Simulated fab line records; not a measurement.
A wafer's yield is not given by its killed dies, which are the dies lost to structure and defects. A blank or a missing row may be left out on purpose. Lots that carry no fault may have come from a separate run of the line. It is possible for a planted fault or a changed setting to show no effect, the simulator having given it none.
2 desks looking at one fault ; flow rit_cmos ; numbers are kept per desk, each desk with only its own; the story behind them comes last

## FOR THE TOOL OWNER'S DESK: implanter-04
The tool's own readings at RIT_NLDD_IMPLANT_08, given as means over the sampled wafers that have a number, one for each lot that went through this tool. The brackets show how far a lot's mean lies from the usual mean; more than 4 standard deviations puts the lot out of limits, marked OUT.
Columns: A = beam_energy_keV at RIT_NLDD_IMPLANT_08, usual 20.001
lot;first seen here;A
L266;day 3 20:07;20.010
L267;day 4 02:47;19.999
L268;day 4 05:27;20.005
L269;day 4 09:10;25.999 (+99 or more) OUT
L271;day 4 17:07;26.003 (+99 or more) OUT
L274;day 5 06:59;26.005 (+99 or more) OUT
L286;day 7 23:09;20.006
This desk's verdict: out of limits on L269, L271, L274, starting with L269 at day 4 09:10 (beam_energy_keV at RIT_NLDD_IMPLANT_08). L266, L267, L268, L286 stayed within limits.

## THE METROLOGY DESK
Means of the sampled wafers that have a number, per lot and without regard to the tool the lot ran on: this is what the gauges read. The brackets show how far a lot's mean lies from the usual mean; more than 4 standard deviations puts the lot out of limits, marked OUT.
Columns: A = FOX1_OXIDE_THK at RIT_FOX1_THK_MEAS_01, usual 347 nm; B = NLDD_TW at RIT_NLDD_TW_MEAS_10, usual 2505; C = NSD_OVL at RIT_NSD_OVL_MEAS_06, usual -0.7 nm; D = NLDD_RS at RIT_SDANNEAL_RS_MEAS_07, usual 151.6 ohm/sq
lot;first seen here;A;B;C;D
L264;day 2 01:50;334;2497;-2.2;152.0
L265;day 2 06:05;352;2495;0.0;151.7
L266;day 2 09:57;354;2498;0.8;152.0
L267;day 2 17:33;352;2522;-2.6;151.3
L268;day 2 23:23;342;2513;-1.5;152.3
L269;day 3 02:08;342;2705 (+18) OUT;-2.2;146.5 (-9.0) OUT
L271;day 3 10:43;352;2694 (+17) OUT;-0.6;148.1 (-6.1) OUT
L272;day 3 18:01;348;2524;1.2;151.1
L274;day 4 02:49;346;2700 (+18) OUT;-1.2;146.1 (-9.6) OUT
L279;day 5 04:24;342;2498;0.1;151.8
L281;day 5 12:22;352;2499;1.5;151.9
L282;day 5 17:33;348;2502;-0.0;151.8
L283;day 5 23:28;348;2491;1.7;151.7
L285;day 6 09:25;351;2493;-4.2;151.7
L286;day 6 14:23;337;2511;-1.7;151.0
This desk's result: L269, L271, L274 out of limits, first on L269 (NLDD_TW at RIT_NLDD_TW_MEAS_10), day 4 09:30. L264, L265, L266, L267, L268, L272, L279, L281, L282, L283, L285, L286 stayed within limits.

## BROUGHT TOGETHER
On L269, L271, L274, at day 4 09:10, an alarm was possible from the tool owner's desk.
On L269, L271, L274, the metrology desk was in a position to raise an alarm at day 4 09:30.
All the named lots went through RIT_NLDD_IMPLANT_08 on implanter-04.

## WHAT HAD BEEN PUT IN BY THE SIMULATOR
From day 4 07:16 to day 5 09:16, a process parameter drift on implanter-04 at RIT_NLDD_IMPLANT_08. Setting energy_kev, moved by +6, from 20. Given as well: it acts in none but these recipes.
Struck lots among those shown: L269, L271, L274.
Delay (hours) between the fault's onset and each desk's first out-of-limits reading: 2 at the tool owner's desk, 2 at the metrology desk.
